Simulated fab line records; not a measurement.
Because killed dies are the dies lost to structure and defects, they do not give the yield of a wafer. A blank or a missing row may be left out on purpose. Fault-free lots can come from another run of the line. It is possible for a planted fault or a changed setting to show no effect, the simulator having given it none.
Struck lot and sound lot, side by side ; flow berkeley_cmos170 ; 45 out of 331 route steps
Sound: wafers L184.1, L184.2, L184.3. Wafers struck: L192.2, L192.3, L192.6. At the end, the cause is stated.
Order at every step that has rows: each side's tool, ch and its chambers, its first start. Under that, the readings that differ: sound wafers ; struck wafers ; difference of the means ; sigmas: that difference in standard deviations of wafers without a fault.
alike: readings with means less than 2 such deviations apart, plus words and numbers identical on both sides. not compared: withheld readings, readings lacking a value on some wafer, bounds such as >300 that could conceal the same value, and numbers that have no deviation in the record and whose values overlap.
The two part at a step that has a row with sigmas, a row that says differs or no value, or rows on one side only. When numbers do not overlap yet have no deviation, they are printed without sigmas and do not part them. A reading missing from all wafers of one side parts the sides only when that side holds two or more wafers.

UCB170_PLDD_STRIP_10: strips in O2.
  sound on plasma_asher-01 ch 0,1, day 10 04:37; struck on plasma_asher-03 ch 1, day 11 13:37
  alike: drypump_motor_current_A, oes_product_au, strip_time_to_endpoint_s
  not compared: rf_hours_counter_h
UCB170_PLDD_TW_MEAS_11:
  sound on film_metro-01 at day 10 04:43; struck on film_metro-03 at day 11 13:43
  alike: PLDD_TW
then, 7 steps without rows for these wafers: UCB170_PLDD_CLEAN_12 (cleans in SPM, time 600 s); UCB170_NLDD_HMDS_00 (prime time 60 s); UCB170_NLDD_COAT_01 (resist thk 900 nm); UCB170_NLDD_SOFTBAKE_02 (time 60 s); UCB170_NLDD_EXPOSE_03 (exposes mask NSELECT, target cd 1200 nm); UCB170_NLDD_PEB_04; UCB170_NLDD_DEVELOP_05 (develop time 45 s).
UCB170_NLDD_CD_MEAS_06 targets a cd of 1200 nm.
  sound on cd_sem-01 at day 10 07:13; struck on cd_sem-01 at day 11 16:21
  alike: cd_nm
UCB170_NLDD_OVL_MEAS_07:
  sound on overlay-02 at day 10 07:20; struck on overlay-01 at day 11 16:28
  alike: NLDD_OVL
next, for these wafers, 1 step has no rows: UCB170_NLDD_IMPLANT_08.
UCB170_NLDD_IMPLANT_09:
  sound on implanter-02 ch 0, day 10 07:31; struck on implanter-04 ch 0, day 11 16:40
  alike: faraday_current_uA
UCB170_NLDD_STRIP_10: strips in O2.
  sound on plasma_asher-02 ch 0,1, day 10 07:40; struck on plasma_asher-04 ch 0,1, day 11 16:47
reading;sound;struck;difference;sigmas
strip_time_to_endpoint_s (s);21.56 21.55 21.63;21.75 21.76 21.78;+0.18;+3
  alike: drypump_motor_current_A, oes_product_au
  not compared: rf_hours_counter_h
UCB170_NLDD_TW_MEAS_11:
  sound on film_metro-02 at day 10 07:46; struck on film_metro-01 at day 11 16:54
  alike: NLDD_TW
then, 1 step without rows for these wafers: UCB170_NLDD_CLEAN_12 (cleans in SPM, time 600 s).
UCB170_SPACER_CVD_00: deposits SiO2 from TEOS/O2, target thk 376 nm, time 47 s.
  sound on pecvd-04 ch 0,1,2, day 10 08:01; struck on pecvd-02 ch 0,1,2, day 11 17:08
  alike: heater_power_w
UCB170_SPACER_THK_MEAS_01:
  sound on film_metro-02 at day 10 08:03; struck on film_metro-04 at day 11 17:11
  alike: SPACER_TEOS_THK
then, 1 step without rows for these wafers: UCB170_SPACER_ANNEAL_02 (time 1800 s).
UCB170_SPACER_ETCHBACK_03: etches SiO2 in CHF3/CF4/Ar, stops on Si, target depth 376 nm, time 100 s.
  sound on rie_diel-02 ch 1,2,3, day 10 11:25; struck on rie_diel-04 ch 0,1,3, day 12 00:01
  alike: CHF3_flow_sccm, drypump_motor_current_A, oes_product_au, throttle_valve_pct
  not compared: rf_hours_counter_h
then, 6 steps without rows for these wafers: UCB170_PSD_HMDS_00 (prime time 60 s); UCB170_PSD_COAT_01 (resist thk 900 nm); UCB170_PSD_SOFTBAKE_02 (time 60 s); UCB170_PSD_EXPOSE_03 (exposes mask PSELECT MOD, target cd 1200 nm); UCB170_PSD_PEB_04; UCB170_PSD_DEVELOP_05 (develop time 45 s).
UCB170_PSD_CD_MEAS_06 targets a cd of 1200 nm.
  sound on cd_sem-01 at day 10 14:16; struck on cd_sem-02 at day 12 01:32
  alike: cd_nm
UCB170_PSD_OVL_MEAS_07:
  sound on overlay-02 at day 10 14:23; struck on overlay-01 at day 12 01:39
  alike: PSD_OVL
next, for these wafers, 1 step has no rows: UCB170_PSD_IMPLANT_08.
UCB170_PSD_STRIP_09: strips in O2.
  sound on plasma_asher-03 ch 0,1, day 10 14:34; struck on plasma_asher-04 ch 0,1, day 12 01:50
  alike: drypump_motor_current_A, oes_product_au, strip_time_to_endpoint_s
  not compared: rf_hours_counter_h
UCB170_PSD_TW_MEAS_10:
  sound on film_metro-02 at day 10 14:40; struck on film_metro-01 at day 12 01:56
  alike: PSD_TW
then, 7 steps without rows for these wafers: UCB170_PSD_CLEAN_11 (cleans in SPM, time 600 s); UCB170_NSD_HMDS_00 (prime time 60 s); UCB170_NSD_COAT_01 (resist thk 900 nm); UCB170_NSD_SOFTBAKE_02 (time 60 s); UCB170_NSD_EXPOSE_03 (exposes mask NSELECT MOD, target cd 1200 nm); UCB170_NSD_PEB_04; UCB170_NSD_DEVELOP_05 (develop time 45 s).
UCB170_NSD_CD_MEAS_06 targets a cd of 1200 nm.
  sound on cd_sem-02 at day 10 16:31; struck on cd_sem-02 at day 12 04:43
  alike: cd_nm
UCB170_NSD_OVL_MEAS_07:
  sound on overlay-02 at day 10 16:38; struck on overlay-02 at day 12 04:49
  alike: NSD_OVL
then, 2 steps without rows for these wafers: UCB170_NSD_IMPLANT_08; UCB170_NSD_STRIP_09 (strips in O2).
UCB170_SDANNEAL_RS_MEAS_05: uses a four-point probe to measure.
  sound on film_metro-03 at day 10 19:00; struck on film_metro-02 at day 12 07:13
reading;sound;struck;difference;sigmas
NLDD_RS (ohm/sq);615.5 615.7 614.6;628.2 629.4 628.5;+13.4;+10
  not compared: hold
UCB170_SILICIDE_PRE_CLEAN_00: preclean etch time 60 s.
  sound on pvd_sputter-02 at day 10 19:07; struck on pvd_sputter-03 at day 12 12:12
reading;sound;struck;difference;sigmas
hold;- - -;await_dispo/4.9h/release await_dispo/4.9h/release await_dispo/4.9h/release;no value on the sound wafers;
UCB170_M3_PROBE_99:
  sound wafers here have rows in the record (prober-02, day 11 21:35); struck ones have none

== WHERE THEY PART ==
At UCB170_NLDD_STRIP_10 first; at UCB170_M3_PROBE_99 last (within this record only).

WHY: what had been put in by the simulator
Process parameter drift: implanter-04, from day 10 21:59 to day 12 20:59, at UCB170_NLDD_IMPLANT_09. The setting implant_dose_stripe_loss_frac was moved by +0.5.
